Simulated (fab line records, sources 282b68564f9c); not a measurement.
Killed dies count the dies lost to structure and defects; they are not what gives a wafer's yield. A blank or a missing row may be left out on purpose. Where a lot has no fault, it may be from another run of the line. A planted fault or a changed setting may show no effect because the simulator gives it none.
The tool behind it: which one? | flow ritCmos | route of 202 steps, sampled at 1 step: 12 lots, 36 wafers

== WHAT EACH GAUGE READ, for each wafer ==
The record lacks any reading of a measuring or inspecting step that a usual standard deviation could be used to judge.

== WHICH TOOL RAN EACH LOT (tool, then ch and the chambers of the sampled wafers, then the start) ==
lot  | RIT_ACTIVE_ETCH_13
L501 | rieDiel-02 ch 0,1,3, day 1 14:43
L502 | rieDiel-01 ch 0,3, day 1 19:50
L503 | rieDiel-01 ch 0,1, day 2 01:43
L504 | rieDiel-02 ch 0,1, day 2 06:37
L508 | rieDiel-02 ch 0,1,2, day 3 02:31
L514 | rieDiel-01 ch 0,2,3, day 4 09:24
L515 | rieDiel-03 ch 0,3, day 4 13:10
L517 | rieDiel-01 ch 1,2,3, day 4 22:43
L518 | rieDiel-03 ch 2,3, day 5 04:47
L522 | rieDiel-01 ch 0,1,2, day 6 01:25
L523 | rieDiel-02 ch 1,2,3, day 6 06:39
L524 | rieDiel-01 ch 1,2,3, day 6 09:54
- RIT_ACTIVE_ETCH_13: etches Si3N4 in SF6, stops on SiO2, time 210 s, target depth 210 nm.

== AS READ BY THE TOOLS THEMSELVES (means over the sampled wafers that have a number; for cases with no such wafer, the mark the record gives instead) ==
RIT_ACTIVE_ETCH_13. Usual: drypumpMotorCurrentA 5.7 A, standard deviation 0.31; oesProductAu 0.816 a.u., standard deviation 0.011; throttleValvePct 7.49 %, standard deviation 0.12.
lot  | tool       | drypumpMotorCurrentA (A) | oesProductAu (a.u.) | throttleValvePct (%) | flag
L501 | rieDiel-02 | 5.6                      | 0.809               | 7.52                 | 
L502 | rieDiel-01 | 5.8                      | 0.819               | 7.54                 | 
L503 | rieDiel-01 | 5.2                      | 0.805               | 7.48                 | 
L504 | rieDiel-02 | 5.6                      | 0.804               | 7.58                 | 
L508 | rieDiel-02 | 5.6                      | 0.880               | 7.54                 | OFF
L514 | rieDiel-01 | 6.0                      | 0.824               | 7.52                 | 
L515 | rieDiel-03 | 5.3                      | 0.833               | 7.37                 | 
L517 | rieDiel-01 | 5.7                      | 0.811               | 7.56                 | 
L518 | rieDiel-03 | 5.1                      | 0.815               | 7.45                 | 
L522 | rieDiel-01 | 5.6                      | 0.809               | 7.44                 | 
L523 | rieDiel-02 | 5.6                      | 0.821               | 7.47                 | 
L524 | rieDiel-01 | 5.8                      | 0.817               | 7.55                 | 

== THE ANSWER, worked out from the rows above alone ==
Rule: a lot counts as off when the mean over its wafers that have a number is more than 3 standard deviations away from the usual mean. Also off: a lot with no number at a reading for which 4 or more lots have one. Where the step has rows for the other lots, those lots are counted as sound. First the gauges in route order, then the tools' own readings, where a lot's mean is used as printed above. At the first step where some lot is off, the reading lying furthest off is the one used; lots without a number count as furthest.
Off, at RIT_ACTIVE_ETCH_13 on oesProductAu: L508.
If a tool, at that step or one of the process steps before it, ran each lot that is off and ran no sound lot following the first of them, it fits. Not one of the candidates tried fits.

== WHAT THE SIMULATOR PUT IN ==
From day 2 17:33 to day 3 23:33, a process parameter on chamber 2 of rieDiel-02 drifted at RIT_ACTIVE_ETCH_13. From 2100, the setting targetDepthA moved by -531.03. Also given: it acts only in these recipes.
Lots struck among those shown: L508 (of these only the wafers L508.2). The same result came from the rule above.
